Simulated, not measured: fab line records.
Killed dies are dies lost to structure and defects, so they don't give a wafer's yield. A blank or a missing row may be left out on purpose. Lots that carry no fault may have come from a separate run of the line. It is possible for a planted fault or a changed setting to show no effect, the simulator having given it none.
Split-lot study    flow berkeley_cmos170    on a route of 331 steps: 5 lots, 23 wafers read

== THE SPLIT ==
At UCB170_BACKSIDE_COAT_01 (resist thk 900 nm), the setting spin_rpm was moved away from the recipe's 1500 rpm on 10 of the 23 wafers read, by -6.9% to +3.6%. This setting was run at the recipe's value on the other wafers.

The reading comes from the split's own step.

== THE READING ==
KrF_of_BACKSIDE_COAT_01.thk_nm (the simulator's own value, which no gauge read), in nm, at UCB170_BACKSIDE_COAT_01 (resist thk 900 nm). The file gives no usual value for it. Across the 13 wafers here that went through the recipe, the average is 900.6 nm and the standard deviation 1.2 nm.

wafer   tool, chamber at the split  spin_rpm as run, rpm  against the recipe  KrF_of_BACKSIDE_COAT_01.thk_nm, nm  against lot-mates on the recipe
L076.1  litho_track-02, 0           1500                  recipe              900.2                               -
L076.2  litho_track-02, 0           1500                  recipe              899.6                               -
L076.4  litho_track-02, 0           1500                  recipe              901.3                               -
L076.5  litho_track-02, 0           1397                  -6.9%               930.6                               +30.2
L076.6  litho_track-02, 0           1397                  -6.9%               931.1                               +30.7
L077.1  litho_track-02, 0           1500                  recipe              901.9                               -
L077.5  litho_track-02, 0           1500                  recipe              901.9                               -
L077.3  litho_track-02, 0           1500                  recipe              900.7                               -
L078.1  litho_track-04, 0           1554                  +3.6%               885.1                               -15.1
L078.2  litho_track-04, 0           1554                  +3.6%               883.5                               -16.8
L078.4  litho_track-04, 0           1500                  recipe              901.2                               -
L078.5  litho_track-04, 0           1554                  +3.6%               884.3                               -16.0
L078.6  litho_track-04, 0           1500                  recipe              899.3                               -
L081.1  litho_track-02, 0           1430                  -4.7%               923                                 +22.7
L081.2  litho_track-02, 0           1430                  -4.7%               924.7                               +24.4
L081.3  litho_track-02, 0           1430                  -4.7%               923.6                               +23.3
L081.5  litho_track-02, 0           1500                  recipe              901.1                               -
L081.6  litho_track-02, 0           1500                  recipe              899.5                               -
L084.1  litho_track-04, 0           1401                  -6.6%               931.9                               +31.4
L084.3  litho_track-04, 0           1500                  recipe              898.2                               -
L084.4  litho_track-04, 0           1500                  recipe              900.7                               -
L084.5  litho_track-04, 0           1401                  -6.6%               931.4                               +30.9
L084.6  litho_track-04, 0           1500                  recipe              902.7                               -

THE FIT
A straight line over all 23 wafers: KrF_of_BACKSIDE_COAT_01.thk_nm changes by -4.62 nm for each +1% of spin_rpm; r = -1.00; the points scatter about the line by 1.3 nm.
The same after taking each lot's own level away (the mean of its wafers on the recipe; 23 wafers): -4.63 nm for each +1%; r = -1.00; scatter 1.3 nm.
On that fit, the largest move of spin_rpm shifts the reading by 32 nm.
From 900.25 to 901.50 nm: that is the span of the lots' own levels, equal to 1.0 times the standard deviation above.
So the lot-to-lot level changes the slope little: the two slopes agree.
Check: with one of the wafers moved furthest among these (-6.9%) left out of the fit, the line predicts +32.4 nm for it against its lot-mates. Against them it came out at +30.2 nm.

== ADDITIONAL SPLITS CARRIED BY THESE WAFERS ==
Other splits were also applied to these wafers ahead of the reading. Each is held against what the fit with the lots' levels taken away leaves over:
other split on the same wafers    wafers away from the commonest value  r with KrF_of_BACKSIDE_COAT_01.thk_nm (lot level and that fit taken away)
UCB170_PSD_EXPOSE_03 dose_mj      8                                     +0.33
UCB170_PSD_IMPLANT_08 energy_kev  7                                     +0.04

== THE WHOLE CHAIN: every reading that the file lists as answering this split, in the file's order ==
step                      what it does       reading                                                                          change (the file's fit)               r (the file's)
UCB170_BACKSIDE_COAT_01   resist thk 900 nm  KrF_of_BACKSIDE_COAT_01.thk_nm (the simulator's own value, which no gauge read)  -4.63 nm for each +1% of the setting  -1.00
UCB170_BACKSIDE_STRIP_03  strips in O2       strip_time_to_endpoint_s                                                         withheld for each +1% of the setting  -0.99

== FILE'S OWN FIT ==
KrF_of_BACKSIDE_COAT_01.thk_nm changes by -4.63 nm for each +1% of spin_rpm, r = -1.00.
